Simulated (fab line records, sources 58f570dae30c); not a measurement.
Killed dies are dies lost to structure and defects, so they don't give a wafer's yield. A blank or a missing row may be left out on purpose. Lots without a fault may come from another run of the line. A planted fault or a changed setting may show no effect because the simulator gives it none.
Which tool did it? | flow berkeley_cmos170 | 15 lots, 45 wafers sampled, at 4 steps of a route of 331

WHAT THE GAUGES READ, wafer by wafer
UCB170_M3_OVL_MEAS_16. Usual: M3_OVL -2 nm, standard deviation 5.3.
lot  | measured     | on         | M3_OVL (nm) | flag
L487 | day 8 13:49  | overlay-02 | 5 -6 -4     |
L490 | day 9 21:38  | overlay-01 | 2 5 11      |
L489 | day 9 07:15  | overlay-02 | -9 -11 -4   |
L492 | day 9 23:22  | overlay-02 | -2 3 1      |
L493 | day 10 04:11 | overlay-01 | 0 -7 3      |
L494 | day 10 04:26 | overlay-02 | 5 4 6       |
L503 | day 13 05:10 | overlay-01 | 4 -6 -3     |
L504 | day 13 05:25 | overlay-02 | 5 -4 3      |
L505 | day 13 05:45 | overlay-02 | 3 -2 2      |
L507 | day 14 09:14 | overlay-02 | -8 -5 1     |
L509 | day 15 01:59 | overlay-02 | 2 6 7       |
L510 | day 15 02:20 | overlay-01 | -9 -4 -8    |

WHICH TOOL RAN EACH LOT (tool, then ch and the chambers of the sampled wafers, then the start)
lot  | UCB170_ZERO_STRIP_07                | UCB170_NSD_STRIP_09                  | UCB170_V1_CMP_02
L487 | plasma_asher-03 ch 0,1, day 1 17:38 | plasma_asher-01 ch 0,1, day 7 13:38  | cmp-02 ch 0,2, day 8 02:30
L490 | plasma_asher-02 ch 0,1, day 2 08:45 | plasma_asher-03 ch 0, day 8 19:53    | cmp-02 ch 1,2,3, day 9 10:08
L489 | plasma_asher-04 ch 0,1, day 2 09:04 | plasma_asher-02 ch 0,1, day 8 08:55  | cmp-02 ch 2,3, day 8 19:37
L492 | plasma_asher-04 ch 0,1, day 3 04:10 | plasma_asher-02 ch 0,1, day 9 00:32  | cmp-01 ch 0,2, day 9 11:28
L493 | plasma_asher-02 ch 0,1, day 3 04:26 | plasma_asher-03 ch 0,1, day 9 00:43  | cmp-01 ch 0,1,2, day 9 12:45
L494 | plasma_asher-04 ch 0,1, day 3 15:21 | plasma_asher-01 ch 0,1, day 9 01:15  | cmp-01 ch 0,2,3, day 9 14:11
L500 | plasma_asher-03 ch 0,1, day 4 10:13 | -                                    | -
L501 | plasma_asher-03 ch 0,1, day 4 19:53 | -                                    | -
L502 | plasma_asher-03 ch 0,1, day 5 01:30 | -                                    | -
L503 | plasma_asher-02 ch 0,1, day 5 07:25 | plasma_asher-01 ch 0,1, day 11 22:16 | cmp-02 ch 0,1, day 12 11:37
L504 | plasma_asher-03 ch 0,1, day 5 07:38 | plasma_asher-03 ch 0,1, day 11 22:14 | cmp-01 ch 0,2,3, day 12 12:57
L505 | plasma_asher-03 ch 0,1, day 5 16:05 | plasma_asher-03 ch 0,1, day 11 22:38 | cmp-02 ch 0,1,2, day 12 14:17
L507 | plasma_asher-03 ch 1, day 6 03:51   | plasma_asher-03 ch 0,1, day 13 04:24 | cmp-01 ch 1,3, day 13 18:21
L509 | plasma_asher-02 ch 0,1, day 6 16:15 | plasma_asher-02 ch 1, day 14 01:34   | cmp-02 ch 0,1,2, day 14 12:31
L510 | plasma_asher-04 ch 0,1, day 6 16:32 | plasma_asher-03 ch 0,1, day 14 01:27 | cmp-02 ch 1,2, day 14 13:48
- UCB170_ZERO_STRIP_07: strips in O2.
- UCB170_NSD_STRIP_09: strips in O2.
- UCB170_V1_CMP_02: polishes SiO2.

WHAT THE TOOLS THEMSELVES READ (means of the sampled wafers that have a number; where no wafer has one, the mark that the record gives instead)
UCB170_ZERO_STRIP_07. Usual: chamber_pressure_mTorr 3499.9 mTorr, standard deviation 3; drypump_motor_current_A 5.8 A, standard deviation 0.56; oes_product_au 0.727 a.u., standard deviation 0.0046; strip_time_to_endpoint_s 21.45 s, standard deviation 0.067.
lot  | tool            | chamber_pressure_mTorr (mTorr) | drypump_motor_current_A (A) | oes_product_au (a.u.) | strip_time_to_endpoint_s (s) | flag
L487 | plasma_asher-03 | 3497.4                         | 5.5                         | 0.725                 | 21.42                        |
L490 | plasma_asher-02 | 3500.8                         | 6.2                         | 0.730                 | 21.55                        |
L489 | plasma_asher-04 | 3498.7                         | 5.5                         | 0.733                 | 21.50                        |
L492 | plasma_asher-04 | 3499.1                         | 5.5                         | 0.726                 | 21.39                        |
L493 | plasma_asher-02 | 3499.6                         | 6.2                         | 0.727                 | 21.42                        |
L494 | plasma_asher-04 | 3499.1                         | 5.5                         | 0.730                 | 21.46                        |
L500 | plasma_asher-03 | -                              | -                           | -                     | -                            | OFF
L501 | plasma_asher-03 | -                              | -                           | -                     | -                            | OFF
L502 | plasma_asher-03 | -                              | -                           | -                     | -                            | OFF
L503 | plasma_asher-02 | 3498.9                         | 5.8                         | 0.727                 | 21.49                        |
L504 | plasma_asher-03 | 3498.5                         | 5.5                         | 0.725                 | 21.36                        |
L505 | plasma_asher-03 | 3498.5                         | 6.0                         | 0.723                 | 21.55                        |
L507 | plasma_asher-03 | 3500.4                         | 6.5                         | 0.732                 | 21.46                        |
L509 | plasma_asher-02 | 3499.8                         | 5.8                         | 0.728                 | 21.32                        |
L510 | plasma_asher-04 | 3501.4                         | 5.5                         | 0.730                 | 21.47                        |

UCB170_NSD_STRIP_09. Usual: chamber_pressure_mTorr 3500 mTorr, standard deviation 3.2; drypump_motor_current_A 5.8 A, standard deviation 0.71; oes_product_au 0.536 a.u., standard deviation 0.0049; strip_time_to_endpoint_s 35.61 s, standard deviation 0.073.
lot  | tool            | chamber_pressure_mTorr (mTorr) | drypump_motor_current_A (A) | oes_product_au (a.u.) | strip_time_to_endpoint_s (s) | flag
L487 | plasma_asher-01 | 3499                           | 5.3                         | 0.534                 | 35.64                        |
L490 | plasma_asher-03 | 3499                           | 5.0                         | 0.540                 | 35.58                        |
L489 | plasma_asher-02 | 3498                           | 6.2                         | 0.534                 | 35.63                        |
L492 | plasma_asher-02 | 3502                           | 6.2                         | 0.537                 | 35.58                        |
L493 | plasma_asher-03 | 3501                           | 6.0                         | 0.531                 | 35.64                        |
L494 | plasma_asher-01 | 3500                           | 5.3                         | 0.536                 | 35.55                        |
L503 | plasma_asher-01 | 3502                           | 5.3                         | 0.535                 | 35.59                        |
L504 | plasma_asher-03 | 3499                           | 5.5                         | 0.538                 | 35.69                        |
L505 | plasma_asher-03 | 3499                           | 5.5                         | 0.536                 | 35.54                        |
L507 | plasma_asher-03 | 3501                           | 5.5                         | 0.531                 | 35.58                        |
L509 | plasma_asher-02 | 3499                           | 5.5                         | 0.534                 | 35.56                        |
L510 | plasma_asher-03 | 3498                           | 6.0                         | 0.534                 | 35.69                        |

UCB170_V1_CMP_02. Usual: motor_current_A 16.4 A, standard deviation 1.9.
lot  | tool   | motor_current_A (A) | flag
L487 | cmp-02 | 16.4                |
L490 | cmp-02 | 15.3                |
L489 | cmp-02 | 14.2                |
L492 | cmp-01 | 15.8                |
L493 | cmp-01 | 17.6                |
L494 | cmp-01 | 16.1                |
L503 | cmp-02 | 17.7                |
L504 | cmp-01 | 16.5                |
L505 | cmp-02 | 16.7                |
L507 | cmp-01 | 16.9                |
L509 | cmp-02 | 16.4                |
L510 | cmp-02 | 15.9                |

THE ANSWER, worked out from the rows above alone
Rule: a lot is off if the mean of its wafers that have a number lies more than 3 standard deviations from the usual mean. A lot without any number at a reading at which 4 lots or more have one is off too. The other lots that the step has rows for count as sound. The gauges are gone through in route order, then the tools' own readings, and for those a lot's mean is taken as printed above. The first step at which some lot is off is used, and at that step the reading that is off furthest; a lot without a number counts as furthest.
Off: L500, L501, L502, at UCB170_ZERO_STRIP_07 (chamber_pressure_mTorr). Without a number there: L500, L501, L502.
A tool fits if, at that step or a process step before it, it ran every lot that is off, and no sound lot after the first of them. None of those tried fits.

WHAT THE SIMULATOR HAD PUT IN
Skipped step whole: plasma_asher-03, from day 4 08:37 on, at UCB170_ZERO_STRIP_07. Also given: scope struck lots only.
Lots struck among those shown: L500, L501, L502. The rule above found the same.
